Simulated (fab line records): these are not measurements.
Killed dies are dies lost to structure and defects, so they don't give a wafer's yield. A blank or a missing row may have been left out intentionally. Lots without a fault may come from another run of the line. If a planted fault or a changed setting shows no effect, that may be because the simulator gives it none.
Which tool was responsible? | flow rit cmos | Sampling: 14 lots, 42 wafers, 2 of 202 route steps

== WHAT THE GAUGES READ, wafer by wafer ==
Not one reading of a measure or inspect step in the record can be checked against a usual standard deviation.

== WHAT TOOL EACH LOT RAN ON (gives the tool, then ch and the chambers of the sampled wafers, and finally the start) ==
lot  | RIT_M1_SOFTBAKE_05               | RIT_M1_PROBE_99
L482 | litho track-02 ch 0, day 3 06:20 | prober-01, day 3 10:55
L483 | litho track-02 ch 0, day 3 12:04 | prober-02, day 3 15:37
L484 | litho track-03 ch 0, day 3 19:43 | prober-01, day 3 23:28
L485 | litho track-03 ch 0, day 4 00:17 | prober-02, day 4 03:32
L486 | litho track-03 ch 0, day 4 02:25 | prober-01, day 4 05:40
L489 | litho track-02 ch 0, day 4 22:04 | prober-02, day 5 01:35
L495 | litho track-03 ch 0, day 5 22:27 | prober-02, day 6 01:52
L496 | litho track-03 ch 0, day 6 02:49 | prober-01, day 6 06:14
L498 | litho track-01 ch 0, day 6 17:49 | prober-01, day 6 21:14
L500 | litho track-01 ch 0, day 6 23:11 | prober-01, day 7 02:50
L501 | litho track-01 ch 0, day 7 05:41 | prober-02, day 7 09:05
L502 | litho track-02 ch 0, day 7 12:11 | prober-01, day 7 16:04
L503 | litho track-02 ch 0, day 7 14:52 | prober-02, day 7 18:47
L505 | litho track-02 ch 0, day 8 00:03 | prober-02, day 8 03:28
- RIT_M1_SOFTBAKE_05: time 60 s.
- RIT_M1_PROBE_99

== AS READ BY THE TOOLS THEMSELVES (means over the sampled wafers that have a number; for cases with no such wafer, the mark the record gives instead) ==
RIT_M1_SOFTBAKE_05. Usual: plate temp C 90.00 C, standard deviation 0.12; run length s 89.25 s, standard deviation 0.17.
lot  | tool           | plate temp C (C) | run length s (s) | flag
L482 | litho track-02 | 89.99            | 89.13            |
L483 | litho track-02 | 90.04            | 89.02            |
L484 | litho track-03 | 89.79            | 89.44            |
L485 | litho track-03 | 89.98            | 89.45            |
L486 | litho track-03 | 89.95            | 89.35            |
L489 | litho track-02 | 89.99            | 89.28            |
L495 | litho track-03 | 89.90            | 97.70            | OFF
L496 | litho track-03 | 89.93            | 97.53            | OFF
L498 | litho track-01 | 90.00            | 89.13            |
L500 | litho track-01 | 90.05            | 89.22            |
L501 | litho track-01 | 90.00            | 89.22            |
L502 | litho track-02 | 90.05            | 89.09            |
L503 | litho track-02 | 89.85            | 89.13            |
L505 | litho track-02 | 89.97            | 88.99            |

RIT_M1_PROBE_99. Usual: defect limited yield 97.5 %, standard deviation 1.1; killed_at_M0_to_M3 0.0, standard deviation 0.083; killed at contacts 0.1, standard deviation 0.28; killed at front end 6.5, standard deviation 3; killed dies 7, standard deviation 3; killed open 3.2, standard deviation 2; killed short 3.2, standard deviation 1.9; sort_bin_3_pad_short 0.1 %, standard deviation 0.2; sort_bin_5_function 1.4 %, standard deviation 0.81; sort_bin_6_memory 1.0 %, standard deviation 0.67; sort n pass 257, standard deviation 3; sort yield pct 97.5 %, standard deviation 1.1.
lot  | tool      | defect limited yield (%) | killed_at_M0_to_M3 | killed at contacts | killed at front end | killed dies | killed open | killed short | sort_bin_3_pad_short (%) | sort_bin_5_function (%) | sort_bin_6_memory (%) | sort n pass | sort yield pct (%) | flag
L482 | prober-01 | 96.6                     | 0.0                | 0.0                | 9.0                 | 9           | 4.0         | 5.0          | 0.4                      | 1.8                     | 1.3                   | 255         | 96.6               |
L483 | prober-02 | 97.7                     | 0.0                | 0.0                | 6.0                 | 6           | 1.7         | 4.0          | 0.1                      | 1.3                     | 0.9                   | 258         | 97.7               |
L484 | prober-01 | 97.3                     | 0.0                | 0.0                | 7.0                 | 7           | 2.0         | 5.0          | 0.0                      | 1.6                     | 1.0                   | 257         | 97.3               |
L485 | prober-02 | 99.1                     | 0.0                | 0.0                | 2.3                 | 2           | 2.0         | 0.3          | 0.0                      | 0.5                     | 0.4                   | 262         | 99.1               |
L486 | prober-01 | 96.7                     | 0.0                | 0.3                | 8.3                 | 9           | 5.0         | 3.7          | 0.0                      | 1.9                     | 1.4                   | 255         | 96.7               |
L489 | prober-02 | 97.0                     | 0.0                | 0.0                | 8.0                 | 8           | 3.3         | 4.7          | 0.1                      | 1.9                     | 1.0                   | 256         | 97.0               |
L495 | prober-02 | 97.5                     | 0.0                | 0.0                | 6.7                 | 7           | 1.7         | 5.0          | 0.1                      | 1.4                     | 1.0                   | 257         | 97.5               |
L496 | prober-01 | 97.1                     | 0.0                | 0.3                | 7.3                 | 8           | 3.0         | 4.7          | 0.0                      | 2.3                     | 0.7                   | 256         | 97.1               |
L498 | prober-01 | 96.8                     | 0.0                | 0.0                | 8.3                 | 8           | 4.3         | 4.0          | 0.1                      | 1.1                     | 1.9                   | 256         | 96.8               |
L500 | prober-01 | 97.5                     | 0.3                | 0.0                | 6.3                 | 7           | 3.0         | 3.3          | 0.1                      | 1.5                     | 0.9                   | 257         | 97.5               | OFF
L501 | prober-02 | 98.3                     | 0.0                | 0.0                | 4.3                 | 4           | 2.3         | 2.0          | 0.0                      | 1.2                     | 0.5                   | 260         | 98.3               |
L502 | prober-01 | 96.5                     | 0.0                | 0.0                | 9.3                 | 9           | 5.3         | 4.0          | 0.0                      | 1.9                     | 1.7                   | 255         | 96.5               |
L503 | prober-02 | 97.7                     | 0.0                | 0.0                | 6.0                 | 6           | 2.3         | 3.7          | 0.0                      | 1.6                     | 0.6                   | 258         | 97.7               |
L505 | prober-02 | 98.0                     | 0.0                | 0.0                | 5.3                 | 5           | 2.3         | 3.0          | 0.1                      | 0.9                     | 1.0                   | 259         | 98.0               |

== THE ANSWER, worked out from the rows above alone ==
Rule: a lot counts as off when the mean over its wafers that have a number is more than 3 standard deviations away from the usual mean. Also off: a lot with no number at a reading for which 4 or more lots have one. Any other lot the step has rows for is counted as sound. First the gauges in route order, then the tools' own readings, where a lot's mean is used as printed above. At the first step where some lot is off, the reading lying furthest off is the one used; lots without a number count as furthest.
Off: L495, L496 (RIT_M1_SOFTBAKE_05, run length s).
A tool fits if, at that step or a process step before it, it ran every lot that is off, and no sound lot after the first of them. One candidate fits, namely litho track-03 at RIT_M1_SOFTBAKE_05. A fault onset in the window from L486 (day 4 02:25, its last sound lot) to L495 (day 5 22:27, its first lot off) fits.
On the lots that are off, the tool's own readings at RIT_M1_SOFTBAKE_05 differ by more than 5 times the standard deviation of the sound lots' means, which bears it out; run length s reads 97.62 s there versus 89.20 s on the sound lots.

== WHAT THE SIMULATOR HAD PUT IN ==
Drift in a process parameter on litho track-03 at RIT_M1_SOFTBAKE_05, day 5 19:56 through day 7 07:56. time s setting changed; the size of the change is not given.
Lots struck among those shown: L495, L496. The rule above found the same.
